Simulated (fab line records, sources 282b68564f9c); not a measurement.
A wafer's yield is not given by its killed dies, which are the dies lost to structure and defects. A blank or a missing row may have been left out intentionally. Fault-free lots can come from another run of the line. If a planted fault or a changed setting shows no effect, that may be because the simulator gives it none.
Code-filled problem report in 8D (eight disciplines) form + flow rit_cmos + the parts of the form that need people (team, actions taken, sign-off) are left out

1. PROBLEM STATEMENT
Across 2 wafers from 2 lots, M1_AL_RS at RIT_M1_RS_MEAS_01 averages 0.0929 ohm/sq, while fault-free wafers read 0.0698 ohm/sq with a standard deviation of 0.00049. That puts it +47 standard deviations away from the usual mean.
The step: measures by four-point-probe.
The first sign was on wafer L391.1 at day 6 15:41, on film_metro-01. The record holds 42 wafers of 14 lots with a number at this step. By rule, "out" or "out of limits" means more than 4 standard deviations away from the usual mean. All remaining wafers that have a number are taken as sound.

2. WHAT IT IS; WHAT IT IS NOT
| question                    | is                           | is not                                                                 |
|-----------------------------|------------------------------|------------------------------------------------------------------------|
| which readings at this step | M1_AL_RS                     | -                                                                      |
| which lots                  | L391, L393                   | L375, L376, L377, L379, L380, L381, L382, L383, L384, L385, L386, L388 |
| which wafers of those lots  | L391.1, L393.2               | L391.2, L391.4, L393.1, L393.4                                         |
| read on which gauges        | film_metro-01, film_metro-04 | film_metro-02                                                          |
| when                        | from day 6 15:41             | up to then (38 sound wafers); but 2 sound wafers of L393 came after    |

3. WHAT RULES OUT EACH SUSPECT
Counting: a tool at a process step up to the reading stays a suspect if it ran every lot that is out. Sound lots after the first of them don't rule it out here, since some wafers of a struck lot are sound.
- the gauge at RIT_M1_RS_MEAS_01 has been ruled out. The wafers that are out were read on 2 gauges (film_metro-01, film_metro-04).
- pvd_sputter-03 at RIT_M1_SPUTTER_00 (material Al, target thk 400 nm, time 522.8 s): kept. It ran every lot that is out, first L391 (day 6 15:24); its last sound lot up to then is L388 (day 6 02:02).
Left after counting: pvd_sputter-03 at RIT_M1_SPUTTER_00.

4. THE CAUSE (what the simulator had put in)
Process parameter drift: pvd_sputter-03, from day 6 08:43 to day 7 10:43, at RIT_M1_SPUTTER_00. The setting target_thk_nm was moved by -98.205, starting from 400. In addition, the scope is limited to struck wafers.
Only this tool survived the counting.

5. THE EFFECT CHAIN, in route order
Rows list readings where the struck wafers' mean (over those with a number) sits beyond 3 standard deviations from the usual. Readings are gone through only where the record gives a usual standard deviation; hours: the median, over the lots, of the time from a lot's start at the first step in this table giving one to that lot's start at this step; sigmas: the change measured in usual standard deviations.
| hours | step                 | reading        | usual         | on struck wafers | change  | sigmas |
|-------|----------------------|----------------|---------------|------------------|---------|--------|
| 0     | RIT_M1_RS_MEAS_01    | M1_AL_RS       | 0.0698 ohm/sq | 0.0929           | +0.0231 | +47    |
| 0     | RIT_M1_THK_MEAS_02   | M1_AL_THK      | 412 nm        | 311              | -101    | -28    |
| 2     | RIT_M1_METAL_ETCH_12 | oes_product_au | 0.792 a.u.    | 0.677            | -0.115  | -8.2   |
Process steps it contains:
- RIT_M1_METAL_ETCH_12: etches Al in Cl2/BCl3, stops on SiO2, time 165 s, target depth 600 nm.

6. WHAT WOULD HAVE CAUGHT IT SOONER
The first out-of-limits reading at a measuring or inspecting step in this record came at day 6 15:41, 7 hours after the fault's start at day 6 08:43.
Tool readings at RIT_M1_SPUTTER_00 with a usual standard deviation given in the record: none out on any struck wafer, hence no alarm at a limit of 4 standard deviations on them.
Of the lots that are out (2), L393 began RIT_M1_SPUTTER_00 on pvd_sputter-03 after day 6 15:41. It would have been spared by a hold on the tool at that moment.
